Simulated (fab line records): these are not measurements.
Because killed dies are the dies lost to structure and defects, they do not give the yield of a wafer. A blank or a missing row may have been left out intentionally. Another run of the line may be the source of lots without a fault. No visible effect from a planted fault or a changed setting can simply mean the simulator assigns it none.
fab line records	flow ritCmos
[record] lots = 6	wafers = 18	lastDay = 5
route steps=202 shown CONTACT@172 M1@184
lots that met no fault: from a run of the same line without faults
startH: hours from the record's first day to the start of the lot's first wafer shown	waitH: hours since the lot's step before	" the same as in the row above	L1.1+2: a single row standing in for several wafers	- value missing, or start not given	* or withheld: withheld	< > ~ a bound
route shown NAME@n: NAME is a module with steps in the file, n the number in the route of the first one	usual: mean/standard deviation taken from wafers without a fault	same: alike in all rows	chamber/n: place in a boat	sites: each site's reading	_std_site: how widely they spread, as a standard deviation	_edge_site: mean of outer sites minus mean of inner sites	radiusMm: for every site, how far away it sits from the centre of the wafer	mask NAME#n: copy n	behind: the last tool/chamber to shape the wafer	hold: cause of the lot's hold/its duration in hours/its outcome	device: transistor that didn't switch, given as n, p or np	end of line: the same wafers' tests at the end of the route	a step without rows: its recipe alone	killed: dies that structure and defects cost at the first sort, which is not the same as the wafer's yield	map: a wafer's dies, x killed, . not, _ none there
set.NAME: setting as actually run; set.NAME@STEP: the setting as run at that earlier step	model.NAME: the simulator's own value behind a step, which no gauge read
certain route steps with their lots: each step a table, each wafer a row
services: a tool's chamber out of use, with start hour (startH, from the record's first day; less than 0 if before it), hours out, and reason
[[steps]]
[step RIT_CONTACT_SOFTBAKE_04]
[recipe] resist = NOVOLAK	tempC = 90	timeS = 60
[step RIT_CONTACT_EXPOSE_05]
[recipe] maskId = M11	na = 0.6	sourceShape = conventional	sigmaOuter = 0.5	targetCdNm = 1000	doseMj = 250
[step RIT_CONTACT_PEB_06]
[recipe] resist = NOVOLAK	tempC = withheld	timeS = withheld
[step RIT_CONTACT_DEVELOP_07]
[recipe] resist = NOVOLAK	developTimeS = 120	devTempC = 23
[step RIT_CONTACT_CD_MEAS_08]
[recipe] targetCdNm = 1000
[usual] cdNm = 1000.0/2.4
lot.wafer	tool	chamber	startH	waitH	cdNm
L284.2	cdSem-01	-	67.28	-	997.8
L284.3	"	-	"	"	994.4
L284.6	"	-	"	"	993.9
L287.1	cdSem-01	-	82.52	-	998.8
L287.4	"	-	"	"	997.6
L287.5	"	-	"	"	999.2
L288.3	cdSem-01	-	87.33	-	997.0
L288.4	"	-	"	"	996.8
L288.5	"	-	"	"	997.1
L290.1	cdSem-01	-	98.03	-	998.7
L290.3	"	-	"	"	997.5
L290.6	"	-	"	"	998.7
L291.2	cdSem-01	-	101.75	-	1001.7
L291.3	"	-	"	"	1002.7
L291.5	"	-	"	"	1002.2
L294.1	cdSem-01	-	121.95	-	999.0
L294.2	"	-	"	"	1003.0
L294.3	"	-	"	"	1003.8
[step RIT_CONTACT_OVL_MEAS_09]
[usual] CONTACT_OVL = 0.2/1.5
lot.wafer	tool	chamber	startH	waitH	CONTACT_OVL[nm]
L284.2	overlay-02	-	67.39	0.1	1.0
L284.3	"	-	"	"	-0.8
L284.6	"	-	"	"	1.5
L287.1	overlay-01	-	82.64	0.1	0.4
L287.4	"	-	"	"	1.2
L287.5	"	-	"	"	0.0
L288.3	overlay-02	-	87.42	0.1	-0.9
L288.4	"	-	"	"	0.6
L288.5	"	-	"	"	1.9
L290.1	overlay-01	-	98.15	0.1	1.3
L290.3	"	-	"	"	2.2
L290.6	"	-	"	"	-0.1
L291.2	overlay-01	-	101.85	0.1	-1.4
L291.3	"	-	"	"	-0.7
L291.5	"	-	"	"	-1.9
L294.1	overlay-02	-	122.07	0.1	0.3
L294.2	"	-	"	"	-1.1
L294.3	"	-	"	"	0.1
[step RIT_CONTACT_HARDBAKE_10]
[recipe] resist = NOVOLAK	tempC = 140	timeS = 60
[step RIT_CONTACT_ETCH_11]
[recipe] targetDepthA = 4800	overEtchFrac = 0.2	stopOn = TiSi2	chemistry = CHF3/CF4/Ar	target = SiO2	CHF3_flow_sccm = 50	cf4FlowSccm = 10	Ar_flow_sccm = 100	O2_flow_sccm = 5	pressureMtorr = 100	rfW = 200	timeS = 320
[usual] drypumpMotorCurrentA = 5.5/0.48	oesProductAu = 0.990/0.015	throttleValvePct = 8.83/0.12
lot.wafer	tool	chamber	startH	waitH	drypumpMotorCurrentA	oesProductAu	rfHoursCounterH	throttleValvePct
L284.2	rieDiel-02	2	67.57	0.1	6.0	0.996	129	9.02
L284.3	"	0	"	"	4.9	0.969	4	8.81
L284.6	"	0	"	"	4.9	0.966	-	8.83
L287.1	rieDiel-04	0	82.83	0.1	5.9	0.987	3	8.72
L287.4	"	3	"	"	5.4	0.977	-	8.75
L287.5	"	1	"	"	5.4	1.011	-	8.87
L288.3	rieDiel-03	0	87.60	0.1	6.4	0.980	73	8.67
L288.4	"	3	"	"	5.9	0.990	41	8.94
L288.5	"	3	"	"	5.9	0.983	-	8.94
L290.1	rieDiel-04	3	98.34	0.1	5.4	0.982	2	8.75
L290.3	"	2	"	"	5.0	0.996	27	8.84
L290.6	"	1	"	"	5.4	1.019	-	8.87
L291.2	rieDiel-04	2	102.03	0.1	5.0	0.990	27	8.84
L291.3	"	0	"	"	5.9	0.987	4	8.72
L291.5	"	0	"	"	5.9	0.994	-	8.72
L294.1	rieDiel-03	2	122.25	0.1	4.9	0.973	36	8.77
L294.2	"	0	"	"	6.4	0.987	74	8.68
L294.3	"	3	"	"	5.9	0.995	42	8.94
[step RIT_CONTACT_STRIP_12]
[recipe] chemistry = O2	timeS = 180	resist = NOVOLAK	platenTempC = withheld	powerW = 500	pressureMtorr = 4000	o2FlowSccm = 4000
[usual] drypumpMotorCurrentA = 5.7/0.4
lot.wafer	tool	chamber	startH	waitH	drypumpMotorCurrentA	rfHoursCounterH
L284.2	plasmaAsher-02	0	67.76	0.1	5.1	30
L284.3	"	1	"	"	6.0	-
L284.6	"	1	"	"	6.0	-
L287.1	plasmaAsher-02	0	83.02	0.1	5.1	31
L287.4	"	0	"	"	5.1	-
L287.5	"	0	"	"	5.1	-
L288.3	plasmaAsher-02	0	87.85	0.2	5.1	-
L288.4	"	1	"	"	6.0	-
L288.5	"	1	"	"	6.0	-
L290.1	plasmaAsher-01	1	98.53	0.1	6.3	48
L290.3	"	0	"	"	5.6	-
L290.6	"	1	"	"	6.3	-
L291.2	plasmaAsher-02	1	102.23	0.1	5.9	34
L291.3	"	0	"	"	5.1	-
L291.5	"	0	"	"	5.1	-
L294.1	plasmaAsher-04	0	122.45	0.1	5.5	48
L294.2	"	1	"	"	5.8	48
L294.3	"	1	"	"	5.8	-
[step RIT_CONTACT_CD_MEAS_90]
[recipe] targetCdNm = 1000
[usual] cdNm = 1000.0/2.4
lot.wafer	tool	chamber	startH	waitH	cdNm
L284.2	cdSem-01	-	67.96	0.1	997.6
L284.3	"	-	"	"	993.9
L284.6	"	-	"	"	994.0
L287.1	cdSem-01	-	83.20	0.1	998.7
L287.4	"	-	"	"	997.5
L287.5	"	-	"	"	998.6
L288.3	cdSem-01	-	88.01	0.1	997.1
L288.4	"	-	"	"	996.7
L288.5	"	-	"	"	996.8
L290.1	cdSem-01	-	98.71	0.1	998.8
L290.3	"	-	"	"	997.5
L290.6	"	-	"	"	998.7
L291.2	cdSem-01	-	102.42	0.1	1001.3
L291.3	"	-	"	"	1003.0
L291.5	"	-	"	"	1002.4
L294.1	cdSem-01	-	122.62	0.1	999.3
L294.2	"	-	"	"	1003.6
L294.3	"	-	"	"	1003.7
[step RIT_CONTACT_CLEAN_13]
[recipe] chemistry = SC1	mix = 3:3:50	timeS = 600	tempC = 75
[step RIT_CONTACT_CLEAN_14]
[recipe] chemistry = SC2	mix = 3:3:50	timeS = 600	tempC = 75	dry = n2Spin
[step RIT_M1_SPUTTER_00]
[recipe] material = Al	targetThkNm = 400	powerW = 2000	chamberPressurePa = 0.4	gas = Ar	timeS = 500	substrateTempC = 25
[usual] throttleValvePct = 30.5/1
lot.wafer	tool	chamber	startH	waitH	throttleValvePct
L284.2	pvdSputter-01	-	68.41	0.0	31.7
L284.3	"	-	"	"	29.0
L284.6	"	-	"	"	31.7
L287.1	pvdSputter-04	-	83.68	0.0	29.5
L287.4	"	-	"	"	30.5
L287.5	"	-	"	"	28.8
L288.3	pvdSputter-03	-	88.44	0.0	30.5
L288.4	"	-	"	"	30.4
L288.5	"	-	"	"	30.4
L290.1	pvdSputter-03	-	99.19	0.0	30.3
L290.3	"	-	"	"	30.3
L290.6	"	-	"	"	31.0
L290.1	pvdSputter-03	-	99.66	0.3	30.3
L290.3	"	-	"	"	30.3
L290.6	"	-	"	"	30.2
L291.2	pvdSputter-01	-	102.89	0.0	32.0
L291.3	"	-	"	"	29.4
L291.5	"	-	"	"	29.5
L294.1	pvdSputter-04	-	123.11	0.0	29.6
L294.2	"	-	"	"	30.8
L294.3	"	-	"	"	30.5
L294.1	pvdSputter-04	-	123.57	0.3	29.4
L294.2	"	-	"	"	30.6
L294.3	"	-	"	"	30.9
[step RIT_M1_RS_MEAS_01]
[recipe] thkMeasGauge = four-point-probe	reads = Al_of_M1_SPUTTER_00
[usual] M1_AL_RS = 0.0734/0.00078
lot.wafer	tool	chamber	startH	waitH	M1_AL_RS[ohm/sq]
L284.2	filmMetro-02	-	68.72	0.2	0.0727
L284.3	"	-	"	"	0.0733
L284.6	"	-	"	"	0.0730
L287.1	filmMetro-04	-	83.98	0.1	0.0736
L287.4	"	-	"	"	0.0730
L287.5	"	-	"	"	0.0732
L288.3	filmMetro-02	-	88.77	0.2	0.0730
L288.4	"	-	"	"	0.0728
L288.5	"	-	"	"	0.0732
L290.1	filmMetro-04	-	100.12	0.3	0.0365
L290.3	"	-	"	"	0.0364
L290.6	"	-	"	"	0.0362
L290.1	filmMetro-04	-	100.45	0.3	0.0365
L290.3	"	-	"	"	0.0364
L290.6	"	-	"	"	0.0361
L291.2	filmMetro-01	-	103.20	0.2	0.0725
L291.3	"	-	"	"	0.0724
L291.5	"	-	"	"	0.0729
L294.1	filmMetro-04	-	123.86	0.1	0.0362
L294.2	"	-	"	"	0.0361
L294.3	"	-	"	"	0.0365
L294.1	filmMetro-04	-	124.23	0.3	0.0361
L294.2	"	-	"	"	0.0362
L294.3	"	-	"	"	0.0366
[step RIT_M1_PROBE_99]
[usual] defectLimitedYield = 97.4/1.2	killedAtContacts = 0.1/0.27	killedAtFrontEnd = 7/3.1	killedDies = 7/3.1	killedOpen = 3.6/2.3	killedShort = 3.2/2	sort_bin_3_pad_short = 0.1/0.22	sort_bin_5_function = 1.5/0.87	sort_bin_6_memory = 0.9/0.64	sortNPass = 257/3.1	sortYieldPct = 97.4/1.2
[same] grossDies = 264	killed_at_M0_to_M3 = 0	killed_at_M4_up = 0	killedAtBackSide = 0	killedAtOther = 0
lot.wafer	tool	chamber	startH	waitH	defectLimitedYield[%]	killedAtContacts	killedAtFrontEnd	killedDies	killedOpen	killedShort	sort_bin_3_pad_short[%]	sort_bin_5_function[%]	sort_bin_6_memory[%]	sortNPass	sortYieldPct[%]
L284.2	prober-01	-	73.61	0.1	96.2	0	10	10	3	7	0.8	1.1	1.9	254	96.2
L284.3	prober-01	-	73.66	0.2	98.1	0	5	5	4	1	0	0.8	1.1	259	98.1
L284.6	prober-01	-	73.81	0.2	98.5	0	4	4	2	2	0	1.5	0	260	98.5
L287.1	prober-01	-	89.00	0.1	97.7	0	6	6	5	1	0	1.5	0.8	258	97.7
L287.4	prober-01	-	89.15	0.2	98.5	0	4	4	4	0	0	1.1	0.4	260	98.5
L287.5	prober-01	-	89.20	0.2	97.0	0	8	8	6	2	0	1.9	1.1	256	97.0
L288.3	prober-02	-	93.70	0.2	98.1	0	5	5	3	2	0	1.5	0.4	259	98.1
L288.4	prober-02	-	93.75	0.2	99.2	1	1	2	1	1	0	0	0.8	262	99.2
L288.5	prober-02	-	93.80	0.2	98.5	0	4	4	0	4	0.4	0.4	0.8	260	98.5
L291.2	prober-01	-	107.00	0.1	97.7	0	6	6	2	2	0.8	1.1	0.4	258	97.7
L291.3	prober-01	-	107.05	0.2	98.5	0	4	4	3	1	0	1.1	0.4	260	98.5
L291.5	prober-01	-	107.15	0.2	98.9	0	3	3	2	1	0	0.8	0.4	261	98.9
// killed by level:class
L284.2 GATE:geometricParticle:short=4 GATE:geometricParticle:open=2 REOX:geometricParticle:short=2 SPACER:geometricParticle:open=1 SILICIDE:geometricParticle:short=1
L284.3 GATE:geometricParticle:open=2 GATE:geometricParticle:short=1 REOX:geometricParticle:open=1 SILICIDE:geometricParticle:open=1
L284.6 ACTIVE:geometricParticle:short=1 REOX:geometricParticle:open=1 SPACER:geometricParticle:short=1 SPACER:geometricParticle:open=1
L287.1 GATE:geometricParticle:open=3 GATE:geometricParticle:short=1 REOX:geometricParticle:open=1 SILICIDE:geometricParticle:open=1
L287.4 FOX2:geometricParticle:open=3 GATE:geometricParticle:open=1
L287.5 SILICIDE:geometricParticle:open=4 GATE:geometricParticle:open=1 REOX:geometricParticle:short=1 SPACER:geometricParticle:open=1 SPACER:geometricParticle:short=1
L288.3 FOX2:geometricParticle:short=2 FOX1:geometricParticle:open=1 GATE:geometricParticle:open=1 SILICIDE:geometricParticle:open=1
L288.4 GATE:geometricParticle:short=1 CONTACT:geometricParticle:open=1
L288.5 REOX:geometricParticle:short=2 GATE:geometricParticle:short=1 SILICIDE:geometricParticle:short=1
L291.2 NSD:coatMicrobubblePrinted=2 FOX1:geometricParticle:short=1 FOX1:geometricParticle:open=1 GATE:geometricParticle:short=1 REOX:geometricParticle:open=1
L291.3 GATE:geometricParticle:open=2 GATE:geometricParticle:short=1 SPACER:geometricParticle:open=1
L291.5 FOX2:geometricParticle:open=1 GATE:geometricParticle:short=1 SILICIDE:geometricParticle:open=1
[[services]]
tool	chamber	startH	hours	kind
pvdSputter-04	-	54.55	1.0	repair
rieDiel-02	1	62.13	7.9	repair
rieDiel-02	1	70.61	-	clean
rieDiel-02	1	70.61	32.2	scheduledDown
rieDiel-02	1	70.61	32.2	ventCycle
rieDiel-03	2	70.81	8.4	repair
rieDiel-04	3	72.09	5.3	repair
rieDiel-04	2	77.27	13.9	repair
rieDiel-02	2	84.52	5.5	repair
rieDiel-03	1	103.61	-	clean
rieDiel-03	1	103.61	20.3	scheduledDown
rieDiel-03	1	103.61	20.3	ventCycle
pvdSputter-03	-	110.27	1.6	repair
rieDiel-04	3	115.19	26.2	repair
[[key]]
[firstSign] step = RIT_M1_SPUTTER_00	reading = visit	direction = added
[effect] step = RIT_M1_RS_MEAS_01	reading = visit	direction = added
[effect] step = RIT_M1_RS_MEAS_01	reading = M1_AL_RS	direction = down	sigmas = 48	usual = 0.0734	struck = 0.0363
metAt RIT_M1_SPUTTER_00
struckWafers L290.1,L290.3,L290.6,L294.1,L294.2,L294.3
scrappedBehind RIT_M1_RS_MEAS_01 L290.1,L290.3,L290.6,L294.1,L294.2,L294.3
[fault] kind = repeatedStepWhole	tool = pvdSputter-01,pvdSputter-03,pvdSputter-04	chamber = -	onsetH = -	steps = RIT_M1_SPUTTER_00	times = 1	scope = struckLotsOnly
